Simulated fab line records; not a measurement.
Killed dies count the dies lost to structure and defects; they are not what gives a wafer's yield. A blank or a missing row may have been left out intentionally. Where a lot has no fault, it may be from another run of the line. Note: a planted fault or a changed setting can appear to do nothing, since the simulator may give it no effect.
A lot that was struck, set against a sound lot	flow rit cmos	15 steps out of a route of 202
Sound: wafers L725.3, L725.4, L725.6. The struck wafers were L741.1, L741.3, L741.5. The cause is given at the end.
For every step that has rows: the tool of each side, followed by ch and its chambers, followed by its first start. Under that, the readings that differ: sound wafers	struck wafers	difference of the means	sigmas: that difference in standard deviations of wafers without a fault.
alike: words and numbers the same on both sides, and readings whose means are apart by under 2 such deviations; not compared: readings that were withheld, readings missing a value for some wafer, numbers with overlapping values and no deviation given by the record, and bounds like >300 which may hide the same value.
A row with sigmas, a row that says differs or no value, or rows on one side alone: a step with any of these is where the two part. Numbers that don't overlap but have no deviation are shown without sigmas and don't part them. Lack of a reading on every wafer of one side parts them only where that side has two or more wafers.

first, 4 steps without rows for these wafers: RIT_PLDD_SOFTBAKE_02 (time 60 s); RIT_PLDD_EXPOSE_03 (exposes mask M8, target cd 40900 nm); RIT_PLDD_PEB_04; RIT_PLDD_DEVELOP_05 (develop time 50 s).
RIT_PLDD_OVL_MEAS_06:
  struck on overlay-01, day 6 02:55; sound on overlay-02, day 2 20:20
  alike: PLDD_OVL
then, 2 steps without rows for these wafers: RIT_PLDD_HARDBAKE_07 (time 60 s); RIT_PLDD_IMPLANT_08.
RIT_PLDD_STRIP_09: strips in O2, time 180 s.
  sound on plasma asher-04 ch 0,1, day 2 20:52; struck on plasma asher-04 ch 0,1, day 6 03:15
  alike: drypump motor current A
  not compared: rf hours counter h
RIT_PLDD_TW_MEAS_10:
  struck on film metro-03, day 6 03:25; sound on film metro-04, day 2 21:00
  alike: PLDD_TW
then, 3 steps without rows for these wafers: RIT_SPACER_CLEAN_00 (cleans in SC1, time 600 s); RIT_SPACER_CLEAN_01 (cleans in dHF, time 30 s); RIT_SPACER_CLEAN_02 (cleans in SC2, time 600 s).
RIT_SPACER_CVD_03: deposits Si3N4 from SiH2Cl2/NH3, target thk 250 nm, time 3300 s.
  sound on lpcvd-01 ch 0, day 2 21:28; struck on lpcvd-02 ch 0, day 6 05:56
  alike: spike tc load C
RIT_SPACER_THK_MEAS_04:
  struck on film metro-02, day 6 07:51; sound on film metro-01, day 2 23:25
reading	sound	struck	difference	sigmas
SPACER_NITRIDE_THK (nm)	252.9 251.2 252.3	500.1 494.7 497.1	+245.2	+99 or more
RIT_SPACER_ETCHBACK_05: etches Si3N4 in SF6/CHF3, stops on SiO2, target depth 250 nm, time 240 s.
  sound on rie diel-01 ch 0,1,3, day 2 23:27; struck on rie diel-01 ch 0,1,2, day 6 07:55
reading	sound	struck	difference	sigmas
oes product au (a.u.)	0.855 0.847 0.835	1.004 0.971 0.997	+0.145	+13
model.Si3N4_of_SPACER_CVD_03.thk nm (nm)	198.3 199.5 200.3	392.6 392.5 390.9	+192.6	
model.etch.depth nm (nm)	252.9 251.3 252.2	310.1 300.1 309.4	+54.4	
  alike: drypump motor current A, throttle valve pct
  not compared: rf hours counter h

WHERE THEY PART
First at RIT_SPACER_THK_MEAS_04; last, within this record, at RIT_SPACER_ETCHBACK_05.

WHY: what had been put in by the simulator
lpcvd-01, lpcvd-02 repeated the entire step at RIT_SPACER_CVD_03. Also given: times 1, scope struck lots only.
